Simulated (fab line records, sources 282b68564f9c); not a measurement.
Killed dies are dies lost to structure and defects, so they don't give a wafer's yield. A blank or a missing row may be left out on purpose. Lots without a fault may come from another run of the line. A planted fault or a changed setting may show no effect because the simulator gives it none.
One fault seen from 2 desks | flow rit_cmos | each desk has only its own numbers; what lay behind them comes last

THE METROLOGY DESK
What the gauges read, lot by lot, whatever tool the lot ran on: means of the sampled wafers that have a number. A lot is out of limits, marked OUT, if its mean lies more than 4 standard deviations from the usual mean; the brackets give that distance. Of its 14 readings 7 are shown: those that lie furthest out on some lot.
Columns: A = NSD_RS at RIT_SDANNEAL_RS_MEAS_05, usual 84.6 ohm/sq; B = PLDD_RS at RIT_SDANNEAL_RS_MEAS_06, usual 178.7 ohm/sq; C = NLDD_RS at RIT_SDANNEAL_RS_MEAS_07, usual 150.3 ohm/sq; D = SILICIDE_TI_THK at RIT_SILICIDE_THK_MEAS_03, usual 30.1 nm; E = M1_AL_RS at RIT_M1_RS_MEAS_01, usual 0.0737 ohm/sq; F = M1_AL_THK at RIT_M1_THK_MEAS_02, usual 399 nm; G = M1_OVL at RIT_M1_OVL_MEAS_10, usual -0.6 nm
lot  | first seen here | A    | B     | C     | D    | E      | F   | G
L179 | day 3 06:35     | 85.2 | 179.0 | 150.7 | 30.7 | 0.0727 | 405 | -1.6
L182 | day 3 20:47     | 84.6 | 178.6 | 151.2 | 30.2 | 0.0738 | 397 | -2.4
L184 | day 4 07:39     | 84.6 | 179.2 | 150.8 | 30.1 | 0.0737 | 398 | -0.3
L189 | day 5 14:11     | 84.7 | 178.6 | 149.7 | 29.6 | 0.0745 | 394 | -0.1
L197 | day 7 01:27     | 84.6 | 178.6 | 149.5 | 30.6 | 0.0750 | 391 | 0.4
L201 | day 7 20:49     | 84.1 | 177.7 | 149.7 | 30.4 | 0.0739 | 393 | -0.9
This desk's finding: nothing out of limits on any of the 6 lots.

THE TOOL OWNER'S DESK: rtp_anneal-02
The tool's own readings at RIT_SILICIDE_RTA_04 (time 10 s, ramp up 5 s, ramp down 5 s): means of the sampled wafers that have a number, for each lot that ran on this tool. A lot is out of limits, marked OUT, if its mean lies more than 4 standard deviations from the usual mean; the brackets give that distance.
Columns: A = wafer_temp_C_max at RIT_SILICIDE_RTA_04, usual 653.6
lot  | first seen here | A
L182 | day 3 21:37     | 652.7
L184 | day 4 08:28     | 652.1
L197 | day 7 02:16     | 651.9
L201 | day 7 21:38     | 652.8
This desk's finding: nothing out of limits on any of the 4 lots.

PUT TOGETHER
The metrology desk saw nothing out of limits.
The tool owner's desk saw nothing out of limits.

WHAT THE SIMULATOR HAD PUT IN
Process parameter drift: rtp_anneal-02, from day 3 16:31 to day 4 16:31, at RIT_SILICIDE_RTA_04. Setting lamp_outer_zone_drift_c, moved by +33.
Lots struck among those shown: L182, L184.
